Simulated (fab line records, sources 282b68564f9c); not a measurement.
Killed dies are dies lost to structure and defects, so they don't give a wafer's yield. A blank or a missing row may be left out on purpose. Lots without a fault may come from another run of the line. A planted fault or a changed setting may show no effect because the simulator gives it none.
Which tool did it? | flow rit_cmos | 14 lots, 42 wafers sampled, at 1 step of a route of 202

WHAT THE GAUGES READ, wafer by wafer
The record holds no reading of a measuring or inspecting step that can be judged against a usual standard deviation.

WHICH TOOL RAN EACH LOT (tool, then ch and the chambers of the sampled wafers, then the start)
lot  | RIT_PRETRO_IMPLANT_08
L897 | implanter-02 ch 0, day 2 19:51
L898 | implanter-03 ch 0, day 3 00:52
L900 | implanter-03 ch 0, day 3 11:26
L901 | implanter-03 ch 0, day 3 15:30
L902 | implanter-03 ch 0, day 3 20:39
L904 | implanter-04 ch 0, day 4 09:47
L908 | implanter-04 ch 0, day 5 04:43
L909 | implanter-02 ch 0, day 5 14:16
L911 | implanter-04 ch 0, day 5 20:39
L912 | implanter-04 ch 0, day 6 05:51
L913 | implanter-02 ch 0, day 6 06:59
L914 | implanter-02 ch 0, day 6 14:10
L915 | implanter-03 ch 0, day 7 03:56
L918 | implanter-03 ch 0, day 7 17:41
- RIT_PRETRO_IMPLANT_08

WHAT THE TOOLS THEMSELVES READ (means of the sampled wafers that have a number; where no wafer has one, the mark that the record gives instead)
RIT_PRETRO_IMPLANT_08. Usual: beam_energy_keV 45.001, standard deviation 0.016; beam_on_s 9.98 s, standard deviation 0.19; end_station_pressure_torr 5e-06 Torr, standard deviation 3.1e-07.
lot  | tool         | beam_energy_keV | beam_on_s (s) | end_station_pressure_torr (Torr) | flag
L897 | implanter-02 | 45.021          | 10.22         | 5e-06                            |
L898 | implanter-03 | 44.995          | 9.91          | 5e-06                            |
L900 | implanter-03 | 45.015          | 9.72          | 5e-06                            |
L901 | implanter-03 | 50.316          | 10.10         | 5e-06                            | OFF
L902 | implanter-03 | 50.314          | 9.89          | 5e-06                            | OFF
L904 | implanter-04 | 44.986          | 10.07         | 5e-06                            |
L908 | implanter-04 | 44.992          | 9.96          | 5e-06                            |
L909 | implanter-02 | 44.999          | 9.86          | 5e-06                            |
L911 | implanter-04 | 45.024          | 10.12         | 5e-06                            |
L912 | implanter-04 | 45.029          | 9.93          | 5e-06                            |
L913 | implanter-02 | 45.018          | 10.16         | 5e-06                            |
L914 | implanter-02 | 44.990          | 10.12         | 5e-06                            |
L915 | implanter-03 | 44.995          | 9.80          | 5e-06                            |
L918 | implanter-03 | 44.992          | 10.08         | 5e-06                            |

THE ANSWER, worked out from the rows above alone
Rule: a lot is off if the mean of its wafers that have a number lies more than 3 standard deviations from the usual mean. A lot without any number at a reading at which 4 lots or more have one is off too. The other lots that the step has rows for count as sound. The gauges are gone through in route order, then the tools' own readings, and for those a lot's mean is taken as printed above. The first step at which some lot is off is used, and at that step the reading that is off furthest; a lot without a number counts as furthest.
Off: L901, L902, at RIT_PRETRO_IMPLANT_08 (beam_energy_keV).
A tool fits if, at that step or a process step before it, it ran every lot that is off, and no sound lot after the first of them. None of those tried fits.

WHAT THE SIMULATOR HAD PUT IN
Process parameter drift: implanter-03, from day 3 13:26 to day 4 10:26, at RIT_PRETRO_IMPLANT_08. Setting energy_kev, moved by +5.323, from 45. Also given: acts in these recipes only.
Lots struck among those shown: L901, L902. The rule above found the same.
